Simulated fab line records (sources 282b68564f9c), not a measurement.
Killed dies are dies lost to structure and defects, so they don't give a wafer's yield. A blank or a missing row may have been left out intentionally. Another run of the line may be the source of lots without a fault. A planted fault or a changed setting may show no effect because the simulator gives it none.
The same fault as seen by 2 desks / flow rit-cmos / each desk has only its own numbers; what lay behind them comes last

FOR THE TOOL OWNER'S DESK: furnace-03
The tool's own readings at RIT_REOX_OXIDATION_03 (target thk 25.2 nm, ox time 5580 s): means of the sampled wafers that have a number, for each lot that ran on this tool. Any lot whose mean is over 4 standard deviations away from the usual mean is out of limits and marked OUT; that distance is given in the brackets.
Columns: A = spike-tc-centre-C at RIT_REOX_OXIDATION_03, usual 902.6 C; B = spike-tc-load-C at RIT_REOX_OXIDATION_03, usual 927.8 C; C = spike-tc-source-C at RIT_REOX_OXIDATION_03, usual 923.8 C; D = tube-center-temp-C at RIT_REOX_OXIDATION_03, usual 900 C
lot=L283; first seen here=day 3 11:38; A=904.7; B=928.7; C=923.8; D=900
lot=L284; first seen here=day 3 11:38; A=905.3; B=928.4; C=923.7; D=900
lot=L288; first seen here=day 4 12:20; A=905.8; B=929.7; C=923.6; D=900
lot=L289; first seen here=day 4 12:20; A=904.5; B=928.8; C=923.3; D=900
lot=L294; first seen here=day 5 11:47; A=915.6 (+5.0) OUT; B=939.5 (+7.3) OUT; C=934.4 (+6.2) OUT; D=900
lot=L296; first seen here=day 5 21:20; A=914.3 (+4.5) OUT; B=938.9 (+6.9) OUT; C=933.2 (+5.5) OUT; D=900
This desk finds L294, L296 out of limits, L294 being first, at day 5 11:47 (spike-tc-centre-C at RIT_REOX_OXIDATION_03). L283, L284, L288, L289 stayed within limits.

FROM THE METROLOGY DESK
What the gauges read, lot by lot, whatever tool the lot ran on: means of the sampled wafers that have a number. Any lot whose mean is over 4 standard deviations away from the usual mean is out of limits and marked OUT; that distance is given in the brackets.
Columns: A = PWELL_OVL at RIT_PWELL_OVL_MEAS_06, usual -1.7 nm; B = REOX_OXIDE_THK at RIT_REOX_THK_MEAS_04, usual 24.8 nm; C = PLDD_TW at RIT_PLDD_TW_MEAS_10, usual 2359
lot=L282; first seen here=day 2 04:47; A=-1.0; B=24.3; C=2353
lot=L283; first seen here=day 2 08:41; A=-1.3; B=25.1; C=2344
lot=L284; first seen here=day 2 12:52; A=-1.6; B=25.0; C=2381
lot=L285; first seen here=day 2 20:45; A=-0.5; B=24.4; C=2365
lot=L286; first seen here=day 3 05:05; A=-1.4; B=24.0; C=2367
lot=L287; first seen here=day 3 11:53; A=-2.8; B=23.7; C=2348
lot=L288; first seen here=day 3 18:20; A=-1.1; B=25.1; C=2353
lot=L289; first seen here=day 3 20:04; A=-3.8; B=24.8; C=2348
lot=L291; first seen here=day 4 01:16; A=-1.6; B=25.1; C=2342
lot=L294; first seen here=day 4 16:35; A=-2.7; B=27.8 (+5.0) OUT; C=2347
lot=L295; first seen here=day 4 21:47; A=-2.2; B=25.7; C=2379
lot=L296; first seen here=day 5 03:15; A=-1.0; B=27.5 (+4.6) OUT; C=2352
lot=L303; first seen here=day 6 13:39; A=-1.9; B=24.7; C=2338
lot=L304; first seen here=day 6 18:40; A=-1.9; B=25.5; C=2338
Finding of this desk: L294, L296 out of limits, first seen on L294 at day 5 14:21 (REOX_OXIDE_THK at RIT_REOX_THK_MEAS_04). L282, L283, L284, L285, L286, L287, L288, L289, L291, L295, L303, L304 stayed within limits.

TAKEN TOGETHER
On L294, L296, at day 5 11:47, an alarm was possible from the tool owner's desk.
Metrology desk: alarm possible at day 5 14:21 on L294, L296.
On furnace-03, each named lot ran RIT_REOX_OXIDATION_03.

WHAT THE SIMULATOR PUT IN
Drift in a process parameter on furnace-03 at RIT_REOX_OXIDATION_03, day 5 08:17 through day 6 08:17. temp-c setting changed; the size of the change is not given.
Lots struck among those shown: L294, L296.
Hours from the fault's start to each desk's first reading out of limits: the tool owner's desk, 4; the metrology desk, 6.
